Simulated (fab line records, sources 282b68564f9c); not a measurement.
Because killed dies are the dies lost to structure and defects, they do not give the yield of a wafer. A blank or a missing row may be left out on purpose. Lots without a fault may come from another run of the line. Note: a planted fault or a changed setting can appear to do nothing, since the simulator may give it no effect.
fab line records    flow rit-cmos
record: lots: 14  wafers: 42  last-day: 7
route steps=202 shown PLDD@122 M1@202
lots that met no fault: taken from a fault-free run of the same line
start-h: the number of hours between the record's first day and the start of the first shown wafer of the lot    wait-h: time in hours since the lot's previous step    " same as the row above    L1.1+2: one row covering several wafers at once    - value missing, or start not given    * or withheld: withheld    < > ~ a bound
route shown NAME@n: a module of which the file shows steps, and the number in the route of the first    usual: mean and standard deviation over wafers with no fault    same: alike in all rows    chamber/n: place in a boat    sites: the reading at each site    _std_site: standard deviation of those values    _edge_site: outer sites' mean less inner sites'    radius-mm: how far each site lies from the wafer's centre    mask NAME#n: copy n    behind: the last tool/chamber to shape the wafer    hold: the reason the lot was held/the length of the hold in hours/how it ended    device: whichever transistor did not switch (one of n, p or np)    end of line: the route-end tests of the same wafers    where a step has no rows: the recipe by itself    killed: dies that structure and defects cost at the first sort, which is not the same as the wafer's yield    map: dies across one wafer; x = killed, . = not, _ = none there
set.NAME: the setting the step ran with; set.NAME@STEP: the setting that earlier step ran with    model.NAME: the simulator's own value behind a step, which no gauge read
a sample of lots followed through the steps of the route, with each step as a table and each wafer as a row
services: from which hour (start-h, from the record's first day; less than 0 if before it) a tool's chamber was out of use, for how many hours, and why
== steps ==
step: RIT_PLDD_IMPLANT_08
recipe: species: BF2  energy-kev: 20  dose-cm2: 9e+14  tilt-deg: 7
usual: dose-ions-cm2: 9.001e+14/1e+12  end-station-pressure-torr: 7.3e-06/3.5e-07  faraday-current-uA: 2829/57  tilt-deg: 7.006/0.018
lot.wafer  tool          chamber  start-h  wait-h  dose-ions-cm2  end-station-pressure-torr  faraday-current-uA  tilt-deg
L225.3     implanter-01  0        45.90    0.1     9.014e+14      7.2e-06                    2853                7.021
L225.5     "             0        "        "       9.013e+14      7.5e-06                    2783                6.990
L225.6     "             0        "        "       9.015e+14      7.6e-06                    2888                7.030
L232.1     implanter-04  0        81.22    0.1     9.005e+14      6.6e-06                    2722                7.045
L232.3     "             0        "        "       8.983e+14      6.9e-06                    2721                7.053
L232.4     "             0        "        "       8.996e+14      8e-06                      2824                7.019
L233.1     implanter-02  0        89.26    0.1     8.996e+14      7.7e-06                    2786                6.980
L233.2     "             0        "        "       8.997e+14      7.1e-06                    2856                6.985
L233.4     "             0        "        "       8.989e+14      7.4e-06                    2816                6.975
L234.3     implanter-01  0        90.52    0.1     8.987e+14      7e-06                      2799                7.019
L234.5     "             0        "        "       8.991e+14      7.4e-06                    2797                6.999
L234.6     "             0        "        "       9.009e+14      7.3e-06                    2927                7.025
L235.1     implanter-02  0        97.85    0.1     8.997e+14      7.4e-06                    2803                7.020
L235.3     "             0        "        "       8.99e+14       7.1e-06                    2801                7.036
L235.5     "             0        "        "       8.991e+14      7.1e-06                    2834                7.026
L236.2     implanter-01  0        104.50   0.1     9.008e+14      7.6e-06                    2836                6.991
L236.4     "             0        "        "       9.015e+14      7.6e-06                    2852                7.004
L236.5     "             0        "        "       9.021e+14      6.9e-06                    2799                6.995
L237.2     implanter-02  0        110.23   0.1     9.012e+14      6.8e-06                    2914                6.983
L237.3     "             0        "        "       9.015e+14      7.5e-06                    2794                6.958
L237.5     "             0        "        "       9.019e+14      7.4e-06                    2849                6.988
L238.2     implanter-01  0        113.02   0.1     8.998e+14      6.7e-06                    2742                6.995
L238.3     "             0        "        "       9.002e+14      7.3e-06                    2827                6.989
L238.5     "             0        "        "       9.012e+14      7.4e-06                    2848                7.017
L239.1     implanter-02  0        113.61   0.1     8.991e+14      6.4e-06                    2742                7.025
L239.2     "             0        "        "       9.026e+14      6.7e-06                    2750                7.006
L239.3     "             0        "        "       9.013e+14      7.2e-06                    2867                6.992
L243.1     implanter-04  0        137.17   0.1     9.022e+14      7.8e-06                    2761                6.989
L243.4     "             0        "        "       9.007e+14      7.4e-06                    2845                7.032
L243.5     "             0        "        "       9.005e+14      7.9e-06                    2917                7.013
L244.4     implanter-02  0        138.91   0.1     4.068e+14      5.6e-06                    1282                7.022
L244.5     "             0        "        "       4.056e+14      5.8e-06                    1232                7.010
L244.6     "             0        "        "       4.072e+14      6e-06                      1314                7.004
L245.2     implanter-02  0        148.74   0.1     4.064e+14      6.7e-06                    1291                7.018
L245.4     "             0        "        "       4.088e+14      5.9e-06                    1283                7.005
L245.6     "             0        "        "       4.068e+14      6e-06                      1241                6.991
L247.2     implanter-01  0        158.62   0.1     8.993e+14      7.5e-06                    2857                7.005
L247.4     "             0        "        "       9.001e+14      7e-06                      2840                7.004
L247.6     "             0        "        "       9.008e+14      7.3e-06                    2876                7.013
L248.2     implanter-04  0        162.55   0.1     8.999e+14      7.6e-06                    2882                7.011
L248.4     "             0        "        "       8.986e+14      6.8e-06                    2866                6.999
L248.5     "             0        "        "       9e+14          7.3e-06                    2853                7.027
step: RIT_PLDD_TW_MEAS_10
usual: PLDD_TW: 2387/13
lot.wafer  tool           chamber  start-h  wait-h  hold                      PLDD_TW
L225.3     film-metro-03  -        46.19    0.1     -                         2382
L225.5     "              -        "        "       -                         2375
L225.6     "              -        "        "       -                         2383
L232.1     film-metro-03  -        81.55    0.1     -                         2381
L232.3     "              -        "        "       -                         2371
L232.4     "              -        "        "       -                         2375
L233.1     film-metro-03  -        89.59    0.1     -                         2377
L233.2     "              -        "        "       -                         2372
L233.4     "              -        "        "       -                         2380
L234.3     film-metro-02  -        90.82    0.1     -                         2387
L234.5     "              -        "        "       -                         2381
L234.6     "              -        "        "       -                         2372
L235.1     film-metro-04  -        98.18    0.1     -                         2402
L235.3     "              -        "        "       -                         2393
L235.5     "              -        "        "       -                         2406
L236.2     film-metro-02  -        104.81   0.1     -                         2381
L236.4     "              -        "        "       -                         2390
L236.5     "              -        "        "       -                         2394
L237.2     film-metro-03  -        110.54   0.1     -                         2370
L237.3     "              -        "        "       -                         2382
L237.5     "              -        "        "       -                         2380
L238.2     film-metro-03  -        113.33   0.1     -                         2378
L238.3     "              -        "        "       -                         2381
L238.5     "              -        "        "       -                         2385
L239.1     film-metro-04  -        113.93   0.1     -                         2402
L239.2     "              -        "        "       -                         2399
L239.3     "              -        "        "       -                         2409
L243.1     film-metro-04  -        137.49   0.1     -                         2403
L243.4     "              -        "        "       -                         2403
L243.5     "              -        "        "       -                         2418
L244.4     film-metro-03  -        139.19   0.1     await-dispo/0.2h/release  1923
L244.5     "              -        "        "       await-dispo/0.2h/release  1914
L244.6     "              -        "        "       await-dispo/0.2h/release  1909
L244.4     film-metro-03  -        139.42   0.2     -                         1919
L244.5     "              -        "        "       -                         1906
L244.6     "              -        "        "       -                         1916
L245.2     film-metro-04  -        149.05   0.1     await-dispo/0.2h/release  1921
L245.4     "              -        "        "       await-dispo/0.2h/release  1929
L245.6     "              -        "        "       await-dispo/0.2h/release  1921
L245.2     film-metro-04  -        149.28   0.2     -                         1926
L245.4     "              -        "        "       -                         1918
L245.6     "              -        "        "       -                         1933
L247.2     film-metro-04  -        158.93   0.1     -                         2395
L247.4     "              -        "        "       -                         2387
L247.6     "              -        "        "       -                         2401
L248.2     film-metro-02  -        162.86   0.1     -                         2399
L248.4     "              -        "        "       -                         2383
L248.5     "              -        "        "       -                         2388
step: RIT_SDANNEAL_RS_MEAS_06
recipe: thk-meas-gauge: four-point-probe
usual: PLDD_RS: 178.8/0.45
lot.wafer  tool           chamber  start-h  wait-h  hold                      PLDD_RS[ohm/sq]
L225.3     film-metro-03  -        53.13    0.1     -                         178.7
L225.5     "              -        "        "       -                         178.8
L225.6     "              -        "        "       -                         178.7
L232.1     film-metro-04  -        87.75    0.1     -                         179.8
L232.3     "              -        "        "       -                         179.3
L232.4     "              -        "        "       -                         179.2
L233.1     film-metro-04  -        95.90    0.1     -                         178.5
L233.2     "              -        "        "       -                         178.5
L233.4     "              -        "        "       -                         178.8
L234.3     film-metro-04  -        97.29    0.1     -                         179.1
L234.5     "              -        "        "       -                         179.3
L234.6     "              -        "        "       -                         179.8
L235.1     film-metro-03  -        104.61   0.1     -                         178.6
L235.3     "              -        "        "       -                         178.2
L235.5     "              -        "        "       -                         178.3
L236.2     film-metro-02  -        112.82   0.1     -                         178.6
L236.4     "              -        "        "       -                         178.6
L236.5     "              -        "        "       -                         178.4
L237.2     film-metro-02  -        116.77   0.1     -                         178.8
L237.3     "              -        "        "       -                         178.5
L237.5     "              -        "        "       -                         178.5
L238.2     film-metro-03  -        119.42   0.1     -                         178.6
L238.3     "              -        "        "       -                         178.7
L238.5     "              -        "        "       -                         178.7
L239.1     film-metro-03  -        121.09   0.1     -                         179.0
L239.2     "              -        "        "       -                         178.5
L239.3     "              -        "        "       -                         178.5
L243.1     film-metro-04  -        143.59   0.1     -                         178.2
L243.4     "              -        "        "       -                         178.8
L243.5     "              -        "        "       -                         178.4
L244.4     film-metro-03  -        150.78   0.1     await-dispo/0.2h/release  302.5
L244.5     "              -        "        "       await-dispo/0.2h/release  302.5
L244.6     "              -        "        "       await-dispo/0.2h/release  302.3
L244.4     film-metro-03  -        151.07   0.3     -                         302.7
L244.5     "              -        "        "       -                         303.3
L244.6     "              -        "        "       -                         302.4
L245.2     film-metro-03  -        159.13   0.1     await-dispo/0.2h/release  303.8
L245.4     "              -        "        "       await-dispo/0.2h/release  300.2
L245.6     "              -        "        "       await-dispo/0.2h/release  303.0
L245.2     film-metro-03  -        159.47   0.3     -                         305.0
L245.4     "              -        "        "       -                         300.8
L245.6     "              -        "        "       -                         302.7
L247.2     film-metro-02  -        165.19   0.1     -                         177.7
L247.4     "              -        "        "       -                         179.0
L247.6     "              -        "        "       -                         178.5
L248.2     film-metro-03  -        169.18   0.1     -                         179.2
L248.4     "              -        "        "       -                         179.2
L248.5     "              -        "        "       -                         179.3
step: RIT_M1_PROBE_99
usual: defect-limited-yield: 97.4/1.2  killed-at-contacts: 0.0/0.22  killed-at-front-end: 7/3.3  killed-dies: 7/3.3  killed-open: 3.3/1.9  killed-short: 3.6/2.1  sort_bin_3_pad_short: 0.1/0.23  sort_bin_5_function: 1.5/0.92  sort_bin_6_memory: 1.0/0.64  sort-n-pass: 257/3.3  sort-yield-pct: 97.4/1.2
same: gross-dies: 264  killed_at_M0_to_M3: 0  killed_at_M4_up: 0  killed-at-back-side: 0  killed-at-other: 0
lot.wafer  tool       chamber  start-h  wait-h  defect-limited-yield[%]  killed-at-contacts  killed-at-front-end  killed-dies  killed-open  killed-short  sort_bin_3_pad_short[%]  sort_bin_5_function[%]  sort_bin_6_memory[%]  sort-n-pass  sort-yield-pct[%]
L225.3     prober-01  -        60.21    0.2     96.6                     0                   9                    9            4            5             0                        3.0                     0.4                   255          96.6
L225.5     prober-01  -        60.31    0.2     94.7                     0                   14                   14           5            9             0                        3.4                     1.9                   250          94.7
L225.6     prober-01  -        60.36    0.2     95.8                     0                   11                   11           5            6             0                        3.8                     0.4                   253          95.8
L232.1     prober-02  -        94.95    0.1     97.3                     0                   7                    7            4            3             0.8                      1.1                     0.8                   257          97.3
L232.3     prober-02  -        95.05    0.2     98.5                     0                   4                    4            2            0             0                        0.4                     1.1                   260          98.5
L232.4     prober-02  -        95.10    0.2     95.8                     0                   11                   11           5            6             0                        3.4                     0.8                   253          95.8
L233.1     prober-01  -        102.91   0.1     97.7                     0                   6                    6            3            3             0                        1.9                     0.4                   258          97.7
L233.2     prober-01  -        102.96   0.1     98.9                     0                   3                    3            3            0             0                        0.4                     0.8                   261          98.9
L233.4     prober-01  -        103.06   0.2     98.1                     0                   5                    5            4            1             0.4                      1.5                     0                     259          98.1
L234.3     prober-02  -        104.51   0.2     95.1                     0                   13                   13           6            7             0.4                      1.5                     3.0                   251          95.1
L234.5     prober-02  -        104.61   0.2     96.2                     0                   10                   10           8            2             0                        2.3                     1.5                   254          96.2
L234.6     prober-02  -        104.66   0.2     98.5                     0                   4                    4            2            2             0                        1.1                     0.4                   260          98.5
L235.1     prober-01  -        111.88   0.1     99.6                     0                   1                    1            1            0             0                        0.4                     0                     263          99.6
L235.3     prober-01  -        111.98   0.2     98.5                     0                   4                    4            3            1             0                        0.8                     0.8                   260          98.5
L235.5     prober-01  -        112.08   0.2     98.5                     0                   4                    4            2            2             0                        1.1                     0.4                   260          98.5
L236.2     prober-02  -        119.90   0.1     94.3                     0                   15                   15           8            7             0                        3.8                     1.9                   249          94.3
L236.4     prober-02  -        120.00   0.2     95.5                     0                   12                   12           5            7             0.4                      1.9                     2.3                   252          95.5
L236.5     prober-02  -        120.05   0.2     97.7                     0                   6                    6            4            2             0                        1.9                     0.4                   258          97.7
L237.2     prober-01  -        124.09   0.1     95.5                     0                   12                   12           6            6             0.4                      2.3                     1.9                   252          95.5
L237.3     prober-01  -        124.14   0.2     98.5                     0                   4                    4            2            2             0                        1.1                     0.4                   260          98.5
L237.5     prober-01  -        124.24   0.2     98.5                     0                   4                    4            2            2             0                        1.1                     0.4                   260          98.5
L238.2     prober-02  -        126.57   0.1     97.7                     0                   6                    6            2            4             0                        1.5                     0.8                   258          97.7
L238.3     prober-02  -        126.62   0.2     95.8                     2                   9                    11           4            7             0.4                      3.0                     0.8                   253          95.8
L238.5     prober-02  -        126.72   0.2     96.2                     0                   10                   10           4            6             0                        3.0                     0.8                   254          96.2
L239.1     prober-01  -        128.40   0.1     97.0                     0                   8                    8            4            4             0                        1.1                     1.9                   256          97.0
L239.2     prober-01  -        128.45   0.1     97.7                     0                   6                    6            2            4             0                        1.5                     0.8                   258          97.7
L239.3     prober-01  -        128.50   0.2     97.3                     0                   7                    7            2            5             0                        1.1                     1.5                   257          97.3
L243.1     prober-01  -        150.66   0.1     97.7                     0                   6                    6            2            4             0                        1.5                     0.8                   258          97.7
L243.4     prober-01  -        150.81   0.2     95.5                     0                   12                   12           5            7             0                        2.7                     1.9                   252          95.5
L243.5     prober-01  -        150.86   0.2     98.5                     0                   4                    4            0            4             0                        0.8                     0.8                   260          98.5
L247.2     prober-01  -        172.38   0.1     95.8                     1                   10                   11           3            8             0.4                      3.0                     0.8                   253          95.8
L247.4     prober-01  -        172.48   0.2     95.5                     0                   12                   12           8            4             0                        2.3                     2.3                   252          95.5
L247.6     prober-01  -        172.58   0.2     99.2                     0                   2                    2            2            0             0                        0                       0.8                   262          99.2
L248.2     prober-02  -        176.73   0.1     97.7                     0                   6                    6            4            2             0                        2.3                     0                     258          97.7
L248.4     prober-02  -        176.83   0.2     97.7                     0                   6                    6            3            3             0                        1.1                     1.1                   258          97.7
L248.5     prober-02  -        176.88   0.2     97.3                     0                   7                    7            2            5             0.8                      1.1                     0.8                   257          97.3
killed by level:class
L225.3 GATE:geometric-particle:short=3 GATE:geometric-particle:open=2 FOX2:geometric-particle:open=1 SPACER:geometric-particle:short=1 SILICIDE:geometric-particle:open=1 SILICIDE:geometric-particle:short=1
L225.5 GATE:geometric-particle:short=6 GATE:geometric-particle:open=4 REOX:geometric-particle:short=3 FOX1:geometric-particle:open=1
L225.6 GATE:geometric-particle:open=4 SILICIDE:geometric-particle:short=3 GATE:geometric-particle:short=2 FOX1:geometric-particle:short=1 REOX:geometric-particle:open=1
L232.1 FOX2:geometric-particle:open=2 SILICIDE:geometric-particle:open=2 FOX2:geometric-particle:short=1 GATE:geometric-particle:short=1 SILICIDE:geometric-particle:short=1
L232.3 ACTIVE:coat-microbubble-printed=2 ACTIVE:geometric-particle:open=1 GATE:geometric-particle:open=1
L232.4 FOX2:geometric-particle:open=2 GATE:geometric-particle:short=2 REOX:geometric-particle:short=2 FOX2:geometric-particle:short=1 REOX:geometric-particle:open=1 SPACER:geometric-particle:short=1 SPACER:geometric-particle:open=1 SILICIDE:geometric-particle:open=1
L233.1 FOX1:geometric-particle:short=2 FOX1:geometric-particle:open=2 GATE:geometric-particle:short=1 REOX:geometric-particle:open=1
L233.2 GATE:geometric-particle:open=2 SILICIDE:geometric-particle:open=1
L233.4 GATE:geometric-particle:open=2 SILICIDE:geometric-particle:open=2 FOX1:geometric-particle:short=1
L234.3 FOX1:geometric-particle:short=2 FOX2:geometric-particle:open=2 ACTIVE:geometric-particle:short=1 FOX1:geometric-particle:open=1 FOX2:geometric-particle:short=1 GATE:geometric-particle:short=1 REOX:geometric-particle:short=1 REOX:geometric-particle:open=1
L234.5 GATE:geometric-particle:open=5 GATE:geometric-particle:short=2 FOX2:geometric-particle:open=1 REOX:geometric-particle:open=1 SPACER:geometric-particle:open=1
L234.6 GATE:geometric-particle:short=2 FOX1:geometric-particle:open=1 GATE:geometric-particle:open=1
L235.1 REOX:geometric-particle:open=1
L235.3 SILICIDE:geometric-particle:open=2 FOX1:geometric-particle:open=1 SILICIDE:geometric-particle:short=1
L235.5 FOX2:geometric-particle:open=1 GATE:geometric-particle:short=1 REOX:geometric-particle:open=1 SILICIDE:geometric-particle:short=1
L236.2 GATE:geometric-particle:open=6 FOX2:geometric-particle:short=3 SPACER:geometric-particle:short=2 FOX2:geometric-particle:open=1 GATE:geometric-particle:short=1 REOX:geometric-particle:short=1 SILICIDE:geometric-particle:open=1
L236.4 FOX1:geometric-particle:open=2 FOX2:geometric-particle:open=2 SILICIDE:geometric-particle:short=2 FOX1:geometric-particle:short=1 FOX2:geometric-particle:short=1 GATE:geometric-particle:open=1 GATE:geometric-particle:short=1 REOX:geometric-particle:short=1
L236.5 SPACER:geometric-particle:open=2 GATE:geometric-particle:short=1 GATE:geometric-particle:open=1 SILICIDE:geometric-particle:short=1 SILICIDE:geometric-particle:open=1
L237.2 GATE:geometric-particle:short=3 GATE:geometric-particle:open=3 SPACER:geometric-particle:open=2 SPACER:geometric-particle:short=2 REOX:geometric-particle:short=1 REOX:geometric-particle:open=1
L237.3 FOX1:geometric-particle:open=1 GATE:geometric-particle:short=1 SILICIDE:geometric-particle:short=1 SILICIDE:geometric-particle:open=1
L237.5 FOX1:geometric-particle:open=2 FOX1:geometric-particle:short=1 SILICIDE:geometric-particle:short=1
L238.2 GATE:geometric-particle:open=2 REOX:geometric-particle:short=2 FOX1:geometric-particle:short=1 GATE:geometric-particle:short=1
L238.3 FOX1:geometric-particle:short=2 CONTACT:geometric-particle:short=2 FOX1:geometric-particle:open=1 FOX2:geometric-particle:open=1 GATE:geometric-particle:open=1 GATE:geometric-particle:short=1 REOX:geometric-particle:short=1 SPACER:geometric-particle:open=1
L238.5 SILICIDE:geometric-particle:short=3 GATE:geometric-particle:short=2 SILICIDE:geometric-particle:open=2 GATE:geometric-particle:open=1 REOX:geometric-particle:open=1 SPACER:geometric-particle:short=1
L239.1 FOX1:geometric-particle:short=1 FOX1:geometric-particle:open=1 FOX2:geometric-particle:short=1 GATE:geometric-particle:open=1 REOX:geometric-particle:open=1 SPACER:geometric-particle:open=1 SPACER:geometric-particle:short=1 SILICIDE:geometric-particle:short=1
L239.2 SPACER:geometric-particle:short=3 GATE:geometric-particle:open=1 REOX:geometric-particle:short=1 SPACER:geometric-particle:open=1
L239.3 FOX1:geometric-particle:short=2 FOX2:geometric-particle:short=1 GATE:geometric-particle:open=1 GATE:geometric-particle:short=1 SILICIDE:geometric-particle:open=1 SILICIDE:geometric-particle:short=1
L243.1 REOX:geometric-particle:short=2 FOX1:geometric-particle:open=1 GATE:geometric-particle:open=1 GATE:geometric-particle:short=1 SPACER:geometric-particle:short=1
L243.4 REOX:geometric-particle:short=3 SPACER:geometric-particle:short=3 GATE:geometric-particle:open=2 FOX1:geometric-particle:open=1 FOX1:geometric-particle:short=1 REOX:geometric-particle:open=1 SPACER:geometric-particle:open=1
L243.5 GATE:geometric-particle:short=2 SILICIDE:geometric-particle:short=2
L247.2 GATE:geometric-particle:short=4 REOX:geometric-particle:short=2 SPACER:geometric-particle:short=2 FOX2:geometric-particle:open=1 SILICIDE:geometric-particle:open=1 CONTACT:geometric-particle:open=1
L247.4 GATE:geometric-particle:open=6 SILICIDE:geometric-particle:open=2 SILICIDE:geometric-particle:short=2 FOX1:geometric-particle:short=1 GATE:geometric-particle:short=1
L247.6 GATE:geometric-particle:open=1 SILICIDE:geometric-particle:open=1
L248.2 FOX1:geometric-particle:open=1 GATE:geometric-particle:short=1 GATE:geometric-particle:open=1 SPACER:geometric-particle:short=1 SPACER:geometric-particle:open=1 SILICIDE:geometric-particle:open=1
L248.4 GATE:geometric-particle:short=3 REOX:geometric-particle:open=2 FOX1:geometric-particle:open=1
L248.5 SPACER:geometric-particle:short=2 FOX2:geometric-particle:short=1 FOX2:geometric-particle:open=1 GATE:geometric-particle:short=1 REOX:geometric-particle:short=1 SPACER:geometric-particle:open=1
== services ==
tool          chamber  start-h  hours  kind
implanter-04  -        38.37    0.7    repair
implanter-04  -        131.21   5.2    repair
implanter-04  -        138.11   16.1   pm
implanter-02  -        154.19   15.4   pm
== key ==
first-sign: step: RIT_PLDD_IMPLANT_08  reading: dose-ions-cm2  direction: down  sigmas: 99+  usual: 9.001e+14  struck: 4.069e+14
effect: step: RIT_PLDD_IMPLANT_08  reading: faraday-current-uA  direction: down  sigmas: 28  usual: 2829  struck: 1274
effect: step: RIT_PLDD_TW_MEAS_10  reading: visit  direction: added
effect: step: RIT_PLDD_TW_MEAS_10  reading: PLDD_TW  direction: down  sigmas: 37  usual: 2387  struck: 1920
effect: step: RIT_SDANNEAL_RS_MEAS_06  reading: PLDD_RS  direction: up  sigmas: 99+  usual: 178.8  struck: 302.4
met-at RIT_PLDD_IMPLANT_08
struck-lots L244,L245
scrapped-behind RIT_SDANNEAL_RS_MEAS_06 L244.4,L244.5,L244.6,L245.2,L245.4,L245.6
onset-between 113.61 138.91
fault: kind: process-parameter-drift  tool: implanter-02  chamber: -  onset-h: 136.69  steps: RIT_PLDD_IMPLANT_08  channel: dose-cm2  offset: -4.9326e+14  shape: step  end-h: 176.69  acts-in: these-recipes-only  stated: 9e+14
